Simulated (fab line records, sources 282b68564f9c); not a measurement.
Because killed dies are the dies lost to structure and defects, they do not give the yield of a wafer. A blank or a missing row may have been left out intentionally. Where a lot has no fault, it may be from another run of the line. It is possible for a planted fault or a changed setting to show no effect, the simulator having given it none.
Which tool was responsible? | flow rit_cmos | 14 lots, 42 wafers sampled, at 4 steps of a route of 202

WHAT THE GAUGES READ, wafer by wafer
RIT_SDANNEAL_RS_MEAS_06: measures by four-point-probe. Usual: PLDD_RS 178.9 ohm/sq, standard deviation 0.41.
lot  | measured    | on            | PLDD_RS (ohm/sq)  | flag
L125 | day 3 01:07 | film_metro-04 | 179.1 178.8 179.2 |
L126 | day 3 07:18 | film_metro-04 | 179.2 179.3 179.0 |
L127 | day 3 12:11 | film_metro-02 | 179.4 178.9 178.8 |
L128 | day 3 18:05 | film_metro-04 | 178.5 178.5 178.6 |
L129 | day 3 22:00 | film_metro-01 | 179.4 179.2 179.7 |
L130 | day 4 02:13 | film_metro-04 | 178.7 178.8 178.6 |
L132 | day 4 12:54 | film_metro-04 | 179.3 178.7 179.1 |
L134 | day 4 22:35 | film_metro-01 | 179.4 179.1 178.9 |
L135 | day 5 03:17 | film_metro-04 | 179.5 179.2 179.3 |
L136 | day 5 07:43 | film_metro-02 | 179.1 178.7 178.8 |
L140 | day 6 05:07 | film_metro-01 | 178.7 179.4 178.9 |
L143 | day 6 19:40 | film_metro-01 | 178.7 178.5 179.1 |
L144 | day 7 01:24 | film_metro-02 | 178.4 179.3 179.0 |
L148 | day 7 19:48 | film_metro-02 | 178.5 178.7 178.9 |

EACH LOT AND THE TOOL THAT RAN IT (in order: tool; ch and the chambers of the sampled wafers; start)
lot  | RIT_ACTIVE_STRIP_14                 | RIT_NWELL_COAT_01                | RIT_NRETRO_STRIP_09
L125 | plasma_asher-03 ch 0,1, day 1 14:54 | litho_track-02 ch 0, day 1 19:31 | plasma_asher-03 ch 0,1, day 2 05:14
L126 | plasma_asher-02 ch 0,1, day 1 19:54 | litho_track-02 ch 0, day 2 01:40 | plasma_asher-03 ch 0,1, day 2 11:43
L127 | plasma_asher-02 ch 0,1, day 2 01:19 | litho_track-03 ch 0, day 2 05:58 | plasma_asher-01 ch 0,1, day 2 15:56
L128 | plasma_asher-03 ch 0,1, day 2 06:40 | litho_track-01 ch 0, day 2 12:27 | plasma_asher-03 ch 0,1, day 2 22:18
L129 | plasma_asher-02 ch 0,1, day 2 11:33 | litho_track-02 ch 0, day 2 16:10 | plasma_asher-03 ch 1, day 3 01:55
L130 | plasma_asher-04 ch 0,1, day 2 16:16 | litho_track-03 ch 0, day 2 20:56 | plasma_asher-03 ch 1, day 3 06:52
L132 | plasma_asher-02 ch 0,1, day 3 01:58 | litho_track-03 ch 0, day 3 07:26 | plasma_asher-03 ch 0,1, day 3 17:16
L134 | plasma_asher-04 ch 0,1, day 3 11:58 | litho_track-02 ch 0, day 3 16:50 | plasma_asher-03 ch 0,1, day 4 03:05
L135 | plasma_asher-02 ch 0,1, day 3 16:50 | litho_track-03 ch 0, day 3 21:26 | plasma_asher-01 ch 0,1, day 4 08:08
L136 | plasma_asher-03 ch 0,1, day 3 21:50 | litho_track-03 ch 0, day 4 02:29 | plasma_asher-03 ch 0,1, day 4 12:24
L140 | plasma_asher-04 ch 0,1, day 4 17:52 | litho_track-02 ch 0, day 4 22:29 | plasma_asher-01 ch 0,1, day 5 08:17
L143 | plasma_asher-02 ch 0,1, day 5 08:54 | litho_track-02 ch 0, day 5 14:26 | plasma_asher-01 ch 0,1, day 6 00:35
L144 | plasma_asher-04 ch 0,1, day 5 13:50 | litho_track-01 ch 0, day 5 18:58 | plasma_asher-04 ch 0,1, day 6 04:59
L148 | plasma_asher-02 ch 0,1, day 6 09:58 | litho_track-02 ch 0, day 6 14:35 | plasma_asher-01 ch 0,1, day 7 00:19
- RIT_ACTIVE_STRIP_14: strips in O2, time 180 s.
- RIT_NWELL_COAT_01: resist thk 1300 nm.
- RIT_NRETRO_STRIP_09: strips in O2, time 180 s.

WHAT THE TOOLS THEMSELVES READ (means of the sampled wafers that have a number; where no wafer has one, the mark that the record gives instead)
RIT_ACTIVE_STRIP_14. Usual: chamber_pressure_mTorr 4000 mTorr, standard deviation 3.5; drypump_motor_current_A 5.7 A, standard deviation 0.65.
lot  | tool            | chamber_pressure_mTorr (mTorr) | drypump_motor_current_A (A) | flag
L125 | plasma_asher-03 | 4000                           | 5.6                         |
L126 | plasma_asher-02 | 4002                           | 5.7                         |
L127 | plasma_asher-02 | 3999                           | 5.7                         |
L128 | plasma_asher-03 | 4000                           | 5.6                         |
L129 | plasma_asher-02 | 4001                           | 6.2                         |
L130 | plasma_asher-04 | 3999                           | 5.4                         |
L132 | plasma_asher-02 | 3999                           | 6.2                         |
L134 | plasma_asher-04 | 4000                           | 5.4                         |
L135 | plasma_asher-02 | 3999                           | 6.2                         |
L136 | plasma_asher-03 | 3997                           | 5.7                         |
L140 | plasma_asher-04 | 4004                           | 5.0                         |
L143 | plasma_asher-02 | 4002                           | 6.2                         |
L144 | plasma_asher-04 | 4001                           | 5.4                         |
L148 | plasma_asher-02 | 3999                           | 5.7                         |

RIT_NWELL_COAT_01. Usual: 1999.8 rpm for spin_speed_rpm, sd 1.4.
lot  | tool           | spin_speed_rpm (rpm) | flag
L125 | litho_track-02 | 1999.6               |
L126 | litho_track-02 | 2000.3               |
L127 | litho_track-03 | 1999.9               |
L128 | litho_track-01 | 1998.1               |
L129 | litho_track-02 | 1999.3               |
L130 | litho_track-03 | 1999.0               |
L132 | litho_track-03 | 2000.1               |
L134 | litho_track-02 | 1999.1               |
L135 | litho_track-03 | 1487.5               | OFF
L136 | litho_track-03 | 1488.4               | OFF
L140 | litho_track-02 | 1998.7               |
L143 | litho_track-02 | 1999.8               |
L144 | litho_track-01 | 2000.5               |
L148 | litho_track-02 | 1998.5               |

RIT_NRETRO_STRIP_09. Usual: chamber_pressure_mTorr 4000 mTorr, standard deviation 3.7; drypump_motor_current_A 5.40 A, standard deviation 0.3.
lot  | tool            | chamber_pressure_mTorr (mTorr) | drypump_motor_current_A (A) | flag
L125 | plasma_asher-03 | 3997                           | 5.63                        |
L126 | plasma_asher-03 | 3998                           | 5.63                        |
L127 | plasma_asher-01 | 4001                           | 5.26                        |
L128 | plasma_asher-03 | 3999                           | 5.64                        |
L129 | plasma_asher-03 | 4004                           | 5.63                        |
L130 | plasma_asher-03 | 4003                           | 5.60                        |
L132 | plasma_asher-03 | 3998                           | 5.63                        |
L134 | plasma_asher-03 | 4002                           | 5.65                        |
L135 | plasma_asher-01 | 4003                           | 5.26                        |
L136 | plasma_asher-03 | 4000                           | 5.65                        |
L140 | plasma_asher-01 | 4002                           | 5.30                        |
L143 | plasma_asher-01 | 4003                           | 5.30                        |
L144 | plasma_asher-04 | 4003                           | 5.04                        |
L148 | plasma_asher-01 | 4003                           | 5.26                        |

THE ANSWER, worked out from the rows above alone
Rule: take the mean of a lot's wafers that have a number; if it is more than 3 standard deviations from the usual mean, the lot is off. A lot without any number at a reading at which 4 lots or more have one is off too. Where the step has rows for the other lots, those lots are counted as sound. After the gauges, taken in route order, come the tools' own readings; for these a lot's mean is taken, as printed above. At the first step where some lot is off, the reading lying furthest off is the one used; lots without a number count as furthest.
Off, at RIT_NWELL_COAT_01 on spin_speed_rpm: L135, L136.
A tool fits if, at that step or a process step before it, it ran every lot that is off, and no sound lot after the first of them. One fits: RIT_NWELL_COAT_01 on litho_track-03. Its last sound lot is L132 (day 3 07:26), its first lot that is off L135 (day 3 21:26): a fault that began between those two fits.
The tool's own readings at RIT_NWELL_COAT_01 bear it out: on the lots that are off they differ by more than 5 times the standard deviation of the sound lots' means. spin_speed_rpm reads 1488.0 rpm there against 1999.4 rpm on the sound lots.

WHAT WAS PUT IN BY THE SIMULATOR
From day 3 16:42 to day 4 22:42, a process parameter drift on litho_track-03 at RIT_NWELL_COAT_01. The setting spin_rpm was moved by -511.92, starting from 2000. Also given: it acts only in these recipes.
Struck lots among those shown: L135, L136. The rule above reached the same finding.
